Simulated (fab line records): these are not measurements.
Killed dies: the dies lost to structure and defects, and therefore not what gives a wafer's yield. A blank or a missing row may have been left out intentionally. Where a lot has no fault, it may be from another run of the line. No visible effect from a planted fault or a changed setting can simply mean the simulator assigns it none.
Which of the tools did it? + flow berkeleyCmos170 + 24 lots, 72 wafers sampled, at 6 steps of a route of 331

== WHAT EACH GAUGE READ, for each wafer ==
UCB170_PWELL_THK_MEAS_03. Usual: PWELL_OXIDE_THK typically reads 26.4 nm, with standard deviation 0.5.
| lot  | measured    | on           | PWELL_OXIDE_THK (nm) | flag |
|------|-------------|--------------|----------------------|------|
| L074 | day 2 18:20 | filmMetro-04 | 26.8 26.9 26.6       |      |
| L075 | day 3 00:15 | filmMetro-02 | 26.1 26.4 26.1       |      |
| L076 | day 3 00:14 | filmMetro-04 | 25.4 25.9 25.6       |      |
| L077 | day 3 06:43 | filmMetro-03 | 25.7 26.2 26.4       |      |
| L078 | day 3 17:01 | filmMetro-04 | 26.6 26.7 26.7       |      |
| L079 | day 3 22:19 | filmMetro-04 | 26.2 26.0 26.1       |      |
| L080 | day 3 22:19 | filmMetro-02 | 25.9 26.4 25.8       |      |
| L081 | day 4 13:50 | filmMetro-03 | 26.3 26.2 26.5       |      |
| L082 | day 4 13:49 | filmMetro-02 | 26.3 26.6 26.7       |      |
| L083 | day 5 04:35 | filmMetro-03 | 26.1 26.0 26.1       |      |
| L084 | day 5 11:40 | filmMetro-03 | 26.3 26.3 26.2       |      |
| L085 | day 5 11:40 | filmMetro-02 | 26.7 26.9 26.5       |      |
| L086 | day 5 11:41 | filmMetro-04 | 27.4 25.8 26.4       |      |
| L088 | day 6 01:22 | filmMetro-04 | 27.0 27.9 27.3       |      |
| L087 | day 6 01:22 | filmMetro-02 | 27.5 27.6 27.6       |      |
| L089 | day 6 01:21 | filmMetro-03 | 26.7 26.6 26.8       |      |
| L090 | day 6 08:06 | filmMetro-02 | 25.8 26.1 25.8       |      |
| L091 | day 6 08:07 | filmMetro-03 | 25.6 25.9 26.1       |      |
| L092 | day 6 12:50 | filmMetro-03 | 27.1 26.7 26.7       |      |
| L093 | day 6 12:48 | filmMetro-04 | 26.6 26.7 26.9       |      |
| L094 | day 6 22:59 | filmMetro-04 | 26.7 26.6 26.3       |      |
| L095 | day 6 23:00 | filmMetro-03 | 26.3 26.6 26.4       |      |
| L096 | day 7 12:27 | filmMetro-04 | 26.4 26.0 26.1       |      |
| L097 | day 7 07:50 | filmMetro-02 | 26.4 26.1 26.6       |      |

UCB170_SPACER_THK_MEAS_01. Usual: SPACER_TEOS_THK typically reads 377 nm, with standard deviation 4.9.
| lot  | measured     | on           | SPACER_TEOS_THK (nm) | flag |
|------|--------------|--------------|----------------------|------|
| L074 | day 6 22:16  | filmMetro-02 | 364 379 374          |      |
| L075 | day 7 11:12  | filmMetro-04 | 371 376 377          |      |
| L076 | day 6 23:05  | filmMetro-01 | 373 373 384          |      |
| L077 | day 7 10:32  | filmMetro-02 | 385 387 384          |      |
| L078 | day 8 00:14  | filmMetro-02 | 373 376 379          |      |
| L079 | day 8 00:29  | filmMetro-01 | 381 376 382          |      |
| L080 | day 8 00:28  | filmMetro-04 | 370 378 382          |      |
| L081 | day 8 16:40  | filmMetro-01 | 372 385 376          |      |
| L082 | day 8 16:41  | filmMetro-02 | 371 379 376          |      |
| L083 | day 9 03:37  | filmMetro-02 | 374 373 382          |      |
| L084 | day 9 03:15  | filmMetro-01 | 377 381 377          |      |
| L085 | day 9 03:36  | filmMetro-04 | 378 376 385          |      |
| L086 | day 9 02:38  | filmMetro-01 | 374 384 382          |      |
| L088 | day 9 16:16  | filmMetro-02 | 378 378 392          |      |
| L087 | day 9 15:34  | filmMetro-04 | 368 378 380          |      |
| L089 | day 9 17:19  | filmMetro-02 | 368 375 369          |      |
| L090 | day 9 16:37  | filmMetro-01 | 375 383 375          |      |
| L091 | day 9 16:59  | filmMetro-02 | 370 376 382          |      |
| L092 | day 10 12:50 | filmMetro-02 | 378 378 383          |      |
| L093 | day 10 13:09 | filmMetro-02 | 378 382 387          |      |
| L094 | day 11 02:05 | filmMetro-04 | 374 377 380          |      |
| L095 | day 11 02:05 | filmMetro-02 | 384 382 379          |      |
| L096 | day 11 05:07 | filmMetro-02 | 369 372 373          |      |
| L097 | day 11 04:23 | filmMetro-01 | 373 371 372          |      |

UCB170_PSD_OVL_MEAS_07. Usual: PSD_OVL typically reads 3 nm, with standard deviation 7.3.
| lot  | measured     | on         | PSD_OVL (nm) | flag |
|------|--------------|------------|--------------|------|
| L074 | day 7 03:13  | overlay-01 | 8 10 13      |      |
| L075 | day 7 17:52  | overlay-01 | -9 -5 -3     |      |
| L076 | day 7 04:40  | overlay-02 | 7 5 17       |      |
| L077 | day 7 17:38  | overlay-02 | -1 8 1       |      |
| L078 | day 8 05:25  | overlay-02 | 15 3 7       |      |
| L079 | day 8 05:32  | overlay-01 | 12 11 12     |      |
| L080 | day 8 04:52  | overlay-02 | 20 17 19     |      |
| L081 | day 9 00:19  | overlay-02 | 15 7 5       |      |
| L082 | day 9 00:55  | overlay-01 | -17 -8 -10   |      |
| L083 | day 9 14:05  | overlay-02 | 5 1 6        |      |
| L084 | day 9 13:51  | overlay-01 | -1 -3 7      |      |
| L085 | day 9 13:44  | overlay-01 | 7 10 11      |      |
| L086 | day 9 13:36  | overlay-01 | -10 2 4      |      |
| L088 | day 9 23:07  | overlay-02 | 2 0 1        |      |
| L087 | day 9 22:47  | overlay-02 | 7 12 15      |      |
| L089 | day 9 23:49  | overlay-01 | 0 4 -11      |      |
| L090 | day 9 22:51  | overlay-01 | 6 14 10      |      |
| L091 | day 9 23:32  | overlay-02 | -1 -3 7      |      |
| L092 | day 10 18:05 | overlay-01 | 4 6 4        |      |
| L093 | day 10 18:48 | overlay-02 | -3 0 -6      |      |
| L094 | day 11 07:40 | overlay-01 | -1 -7 3      |      |
| L095 | day 11 07:58 | overlay-02 | 4 0 0        |      |
| L096 | day 11 11:56 | overlay-01 | -3 2 -4      |      |
| L097 | day 11 08:19 | overlay-02 | 12 3 7       |      |

UCB170_V2_BOW_MEAS_03. Usual: V2_BOW typically reads 36 um, with standard deviation 6.9.
| lot  | measured     | on           | V2_BOW (um) | flag |
|------|--------------|--------------|-------------|------|
| L074 | day 8 02:28  | filmMetro-01 | 38 37 32    |      |
| L075 | day 8 16:05  | filmMetro-03 | 46 36 27    |      |
| L076 | day 8 03:14  | filmMetro-03 | 46 49 43    |      |
| L077 | day 8 16:25  | filmMetro-01 | 29 31 29    |      |
| L078 | day 9 05:41  | filmMetro-01 | 47 37 35    |      |
| L079 | day 9 11:08  | filmMetro-02 | 33 33 42    |      |
| L080 | day 9 06:29  | filmMetro-03 | 33 33 33    |      |
| L081 | day 10 01:46 | filmMetro-02 | 29 42 26    |      |
| L082 | day 10 01:59 | filmMetro-02 | 33 34 22    |      |
| L083 | day 10 20:11 | filmMetro-03 | 37 34 30    |      |
| L084 | day 10 20:28 | filmMetro-01 | 38 27 37    |      |
| L085 | day 10 15:54 | filmMetro-03 | 35 41 49    |      |
| L086 | day 10 19:55 | filmMetro-02 | 31 36 42    |      |
| L088 | day 11 06:18 | filmMetro-02 | 30 27 22    |      |
| L087 | day 11 05:49 | filmMetro-03 | 35 43 44    |      |
| L089 | day 11 07:07 | filmMetro-02 | 30 30 29    |      |
| L090 | day 11 06:17 | filmMetro-03 | 40 33 37    |      |
| L091 | day 11 07:27 | filmMetro-01 | 40 35 35    |      |
| L092 | day 12 05:04 | filmMetro-02 | 28 47 24    |      |
| L093 | day 12 04:49 | filmMetro-01 | 27 28 38    |      |
| L094 | day 12 05:10 | filmMetro-03 | 35 37 32    |      |
| L095 | day 12 10:52 | filmMetro-01 | 29 41 29    |      |
| L096 | day 12 18:49 | filmMetro-02 | 27 31 47    |      |
| L097 | day 12 10:14 | filmMetro-03 | 26 27 38    |      |

UCB170_M3_OVL_MEAS_16. Usual: M3_OVL typically reads 0 nm, with standard deviation 5.3.
| lot  | measured     | on         | M3_OVL (nm) | flag |
|------|--------------|------------|-------------|------|
| L074 | day 8 09:36  | overlay-02 | -7 -3 -6    |      |
| L075 | day 8 21:15  | overlay-02 | -6 -5 -15   |      |
| L076 | day 8 09:42  | overlay-01 | -10 -8 -8   |      |
| L077 | day 8 20:59  | overlay-01 | 0 2 2       |      |
| L078 | day 9 10:23  | overlay-02 | 0 -1 -4     |      |
| L079 | day 9 16:23  | overlay-02 | 5 6 9       |      |
| L080 | day 9 10:46  | overlay-02 | 1 1 -4      |      |
| L081 | day 10 06:56 | overlay-02 | 5 4 9       |      |
| L082 | day 10 08:41 | overlay-02 | 7 0 2       |      |
| L083 | day 11 05:52 | overlay-02 | -2 -6 -5    |      |
| L084 | day 11 05:08 | overlay-02 | -2 -1 -1    |      |
| L085 | day 11 01:32 | overlay-01 | -7 -5 -3    |      |
| L086 | day 11 03:58 | overlay-01 | 5 9 10      |      |
| L088 | day 11 14:01 | overlay-02 | 3 -5 4      |      |
| L087 | day 11 12:23 | overlay-01 | 5 -2 2      |      |
| L089 | day 11 14:20 | overlay-02 | 11 6 11     |      |
| L090 | day 11 13:44 | overlay-02 | 0 -4 -10    |      |
| L091 | day 11 14:37 | overlay-02 | -3 4 -2     |      |
| L092 | day 12 10:32 | overlay-02 | 3 4 1       |      |
| L093 | day 12 09:59 | overlay-01 | -4 1 5      |      |
| L094 | day 12 10:40 | overlay-01 | -1 2 -8     |      |
| L095 | day 12 17:01 | overlay-02 | -1 2 -1     |      |
| L096 | day 13 02:00 | overlay-02 | -5 -4 -3    |      |
| L097 | day 12 17:16 | overlay-02 | 4 -1 8      |      |

== EACH LOT AND THE TOOL THAT RAN IT (in order: tool; ch and the chambers of the sampled wafers; start) ==
| lot  | UCB170_ZERO_STRIP_07               |
|------|------------------------------------|
| L074 | plasmaAsher-01 ch 0,1, day 1 20:35 |
| L075 | plasmaAsher-03 ch 0,1, day 1 23:56 |
| L076 | plasmaAsher-03 ch 0,1, day 2 03:57 |
| L077 | plasmaAsher-01 ch 0,1, day 2 09:13 |
| L078 | plasmaAsher-03 ch 0,1, day 2 17:32 |
| L079 | plasmaAsher-03 ch 0,1, day 2 23:03 |
| L080 | plasmaAsher-04 ch 0,1, day 3 01:14 |
| L081 | plasmaAsher-03 ch 0,1, day 3 07:49 |
| L082 | plasmaAsher-01 ch 0,1, day 3 10:05 |
| L083 | plasmaAsher-01 ch 0,1, day 3 18:15 |
| L084 | plasmaAsher-01 ch 0,1, day 4 08:08 |
| L085 | plasmaAsher-03 ch 0,1, day 4 08:14 |
| L086 | plasmaAsher-04 ch 0,1, day 4 08:31 |
| L088 | plasmaAsher-01 ch 0,1, day 4 17:53 |
| L087 | plasmaAsher-04 ch 0,1, day 4 18:10 |
| L089 | plasmaAsher-04 ch 0,1, day 5 05:14 |
| L090 | plasmaAsher-03 ch 1, day 5 09:49   |
| L091 | plasmaAsher-04 ch 0,1, day 5 10:14 |
| L092 | plasmaAsher-03 ch 0,1, day 5 15:29 |
| L093 | plasmaAsher-04 ch 0,1, day 5 19:01 |
| L094 | plasmaAsher-03 ch 0,1, day 6 03:02 |
| L095 | plasmaAsher-04 ch 0,1, day 6 03:18 |
| L096 | plasmaAsher-04 ch 0,1, day 6 09:40 |
| L097 | plasmaAsher-04 ch 0,1, day 6 13:49 |
- UCB170_ZERO_STRIP_07: strips in O2.

== WHAT THE TOOLS THEMSELVES READ (means of the sampled wafers that have a number; where no wafer has one, the mark that the record gives instead) ==
UCB170_ZERO_STRIP_07. Usual: drypumpMotorCurrentA 5.4 A, standard deviation 0.3; oesProductAu 0.727 a.u., standard deviation 0.0042; stripTimeToEndpointS 21.35 s, standard deviation 0.075.
| lot  | tool           | drypumpMotorCurrentA (A) | oesProductAu (a.u.) | stripTimeToEndpointS (s) | flag |
|------|----------------|--------------------------|---------------------|--------------------------|------|
| L074 | plasmaAsher-01 | 5.4                      | 0.727               | 21.36                    |      |
| L075 | plasmaAsher-03 | 5.6                      | 0.730               | 21.34                    |      |
| L076 | plasmaAsher-03 | 5.6                      | 0.726               | 21.44                    |      |
| L077 | plasmaAsher-01 | 5.7                      | 0.724               | 21.32                    |      |
| L078 | plasmaAsher-03 | 5.6                      | 0.727               | 21.30                    |      |
| L079 | plasmaAsher-03 | 5.6                      | 0.728               | 21.36                    |      |
| L080 | plasmaAsher-04 | 5.1                      | 0.727               | 21.50                    |      |
| L081 | plasmaAsher-03 | 5.7                      | 0.727               | 21.33                    |      |
| L082 | plasmaAsher-01 | 5.7                      | 0.725               | 21.32                    |      |
| L083 | plasmaAsher-01 | 5.5                      | 0.726               | 21.35                    |      |
| L084 | plasmaAsher-01 | 5.7                      | 0.730               | 21.38                    |      |
| L085 | plasmaAsher-03 | 5.7                      | 0.732               | 21.40                    |      |
| L086 | plasmaAsher-04 | 5.1                      | 0.726               | 21.35                    |      |
| L088 | plasmaAsher-01 | 5.7                      | 0.726               | 21.48                    |      |
| L087 | plasmaAsher-04 | 5.2                      | 0.727               | 21.31                    |      |
| L089 | plasmaAsher-04 | 5.1                      | 0.727               | 21.33                    |      |
| L090 | plasmaAsher-03 | 5.6                      | 0.724               | 21.37                    |      |
| L091 | plasmaAsher-04 | 5.2                      | 0.726               | 21.19                    |      |
| L092 | plasmaAsher-03 | 5.7                      | 0.726               | 21.31                    |      |
| L093 | plasmaAsher-04 | 5.2                      | 0.726               | 21.19                    |      |
| L094 | plasmaAsher-03 | 5.6                      | 0.726               | 21.31                    |      |
| L095 | plasmaAsher-04 | 5.1                      | 0.730               | 21.36                    |      |
| L096 | plasmaAsher-04 | 5.1                      | 0.729               | 21.27                    |      |
| L097 | plasmaAsher-04 | 5.1                      | 0.726               | 21.44                    |      |

== THE ANSWER, worked out from the rows above alone ==
Rule: a lot is off if the mean of its wafers that have a number lies more than 3 standard deviations from the usual mean. A lot without any number at a reading at which 4 lots or more have one is off too. All remaining lots with rows at the step are treated as sound. The gauges are gone through in route order, then the tools' own readings, and for those a lot's mean is taken as printed above. At the first step where some lot is off, the reading lying furthest off is the one used; lots without a number count as furthest.
None of the lots is off at any reading shown; this tells nothing.

== WHAT THE SIMULATOR HAD PUT IN ==
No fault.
